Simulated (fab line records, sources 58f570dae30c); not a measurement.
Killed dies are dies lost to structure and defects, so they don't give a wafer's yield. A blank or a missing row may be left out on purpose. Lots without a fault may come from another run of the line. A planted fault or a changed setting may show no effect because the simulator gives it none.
Which tool did it? | flow berkeley_cmos170 | 14 lots, 42 wafers sampled, at 1 step of a route of 331

WHAT THE GAUGES READ, wafer by wafer
The record holds no reading of a measuring or inspecting step that can be judged against a usual standard deviation.

WHICH TOOL RAN EACH LOT (tool, then ch and the chambers of the sampled wafers, then the start)
lot  | UCB170_NLDD_SOFTBAKE_02
L893 | litho_track-01 ch 0, day 6 05:04
L892 | litho_track-02 ch 0, day 6 05:19
L894 | litho_track-01 ch 0, day 6 05:40
L896 | litho_track-03 ch 0, day 6 16:02
L898 | litho_track-03 ch 0, day 6 21:31
L899 | litho_track-02 ch 0, day 7 10:50
L901 | litho_track-02 ch 0, day 7 20:13
L904 | litho_track-01 ch 0, day 8 04:01
L903 | litho_track-03 ch 0, day 8 04:21
L906 | litho_track-03 ch 0, day 8 17:52
L905 | litho_track-01 ch 0, day 8 18:52
L910 | litho_track-02 ch 0, day 9 15:38
L911 | litho_track-02 ch 0, day 10 06:46
L915 | litho_track-02 ch 0, day 10 22:28
- UCB170_NLDD_SOFTBAKE_02: time 60 s.

WHAT THE TOOLS THEMSELVES READ (means of the sampled wafers that have a number; where no wafer has one, the mark that the record gives instead)
UCB170_NLDD_SOFTBAKE_02. Usual: plate_temp_C 130.01 C, standard deviation 0.14; run_length_s 89.04 s, standard deviation 0.17.
lot  | tool           | plate_temp_C (C) | run_length_s (s) | flag
L893 | litho_track-01 | 129.98           | 89.11            |
L892 | litho_track-02 | 130.15           | 88.88            |
L894 | litho_track-01 | 129.96           | 89.01            |
L896 | litho_track-03 | 130.06           | 89.20            |
L898 | litho_track-03 | 129.92           | 89.04            |
L899 | litho_track-02 | 130.25           | 88.83            |
L901 | litho_track-02 | 130.08           | 88.78            |
L904 | litho_track-01 | 130.15           | 89.07            |
L903 | litho_track-03 | 130.13           | 89.26            |
L906 | litho_track-03 | 130.00           | 89.21            |
L905 | litho_track-01 | 129.93           | 89.11            |
L910 | litho_track-02 | 129.94           | 88.86            |
L911 | litho_track-02 | 129.99           | 90.71            | OFF
L915 | litho_track-02 | 129.94           | 90.85            | OFF

THE ANSWER, worked out from the rows above alone
Rule: a lot is off if the mean of its wafers that have a number lies more than 3 standard deviations from the usual mean. A lot without any number at a reading at which 4 lots or more have one is off too. The other lots that the step has rows for count as sound. The gauges are gone through in route order, then the tools' own readings, and for those a lot's mean is taken as printed above. The first step at which some lot is off is used, and at that step the reading that is off furthest; a lot without a number counts as furthest.
Off: L911, L915, at UCB170_NLDD_SOFTBAKE_02 (run_length_s).
A tool fits if, at that step or a process step before it, it ran every lot that is off, and no sound lot after the first of them. One fits: litho_track-02 at UCB170_NLDD_SOFTBAKE_02. Its last sound lot is L910 (day 9 15:38), its first lot that is off L911 (day 10 06:46): a fault that began between those two fits.
The tool's own readings at UCB170_NLDD_SOFTBAKE_02 bear it out: on the lots that are off they differ by more than 5 times the standard deviation of the sound lots' means. run_length_s reads 90.78 s there against 89.03 s on the sound lots.

WHAT THE SIMULATOR HAD PUT IN
Process parameter drift: litho_track-02, from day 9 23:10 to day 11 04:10, at UCB170_NLDD_SOFTBAKE_02. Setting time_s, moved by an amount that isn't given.
Lots struck among those shown: L911, L915. The rule above found the same.
